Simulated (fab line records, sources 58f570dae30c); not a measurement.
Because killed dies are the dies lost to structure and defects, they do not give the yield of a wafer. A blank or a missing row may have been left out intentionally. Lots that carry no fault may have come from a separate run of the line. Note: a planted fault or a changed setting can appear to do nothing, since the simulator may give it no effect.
Which tool is to blame? | flow berkeleyCmos170 | at 1 step of a route of 331, 13 lots with 39 wafers sampled

## WHAT EACH GAUGE READ, for each wafer
UCB170_ACTIVE_THK_MEAS_06.
lot  | measured    | on           | ACTIVE_NITRIDE_THK (nm)
L867 | day 4 03:42 | filmMetro-02 | 218.3 218.0 218.4
L868 | day 4 10:26 | filmMetro-02 | 218.2 218.4 218.3
L869 | day 5 01:22 | filmMetro-02 | 220.8 221.1 221.1
L870 | day 5 01:22 | filmMetro-01 | 224.0 222.6 221.4
L871 | day 5 15:41 | filmMetro-01 | 218.0 218.0 218.4
L872 | day 5 15:41 | filmMetro-02 | 219.8 222.3 218.5
L873 | day 5 23:11 | filmMetro-01 | 223.9 223.8 222.8
L875 | day 6 09:01 | filmMetro-01 | 222.8 221.9 221.6
L877 | day 6 09:05 | filmMetro-01 | 223.8 224.1 225.8
L880 | day 7 11:50 | filmMetro-04 | 221.3 220.4 221.2
L882 | day 7 13:44 | filmMetro-02 | 216.2 220.4 218.7
L885 | day 8 08:13 | filmMetro-04 | 220.5 220.4 217.5
L889 | day 8 20:08 | filmMetro-01 | 221.5 220.4 220.4

## EACH LOT AND THE TOOL THAT RAN IT (in order: tool; ch and the chambers of the sampled wafers; start)
Record: no process step prior to these readings.

## WHAT THE TOOLS THEMSELVES READ (means of the sampled wafers that have a number; where no wafer has one, the mark that the record gives instead)
The record holds no such reading with a usual standard deviation.

## THE ANSWER, worked out from the rows above alone
Rule: usual is defined by the lots themselves. Put in order of their means at a reading, lots are off if they are a third of the lots or fewer, leave a main group of 4 or more, and stand apart from it by a gap of 3 or more times the standard deviation of the main group's means; of several such gaps the widest counts. If all means in a main group match to the digits the tables above print for the reading, that group is not used. A lot without any number at a reading at which 4 lots or more have one is off too. The other lots that the step has rows for count as sound. The gauges are gone through in route order, then the tools' own readings, and for those a lot's mean is taken as printed above. The first step at which some lot is off is used, and at that step the reading that is off furthest; a lot without a number counts as furthest.
No lot is off at any reading shown: from this, nothing can be told.

## WHAT THE SIMULATOR HAD PUT IN
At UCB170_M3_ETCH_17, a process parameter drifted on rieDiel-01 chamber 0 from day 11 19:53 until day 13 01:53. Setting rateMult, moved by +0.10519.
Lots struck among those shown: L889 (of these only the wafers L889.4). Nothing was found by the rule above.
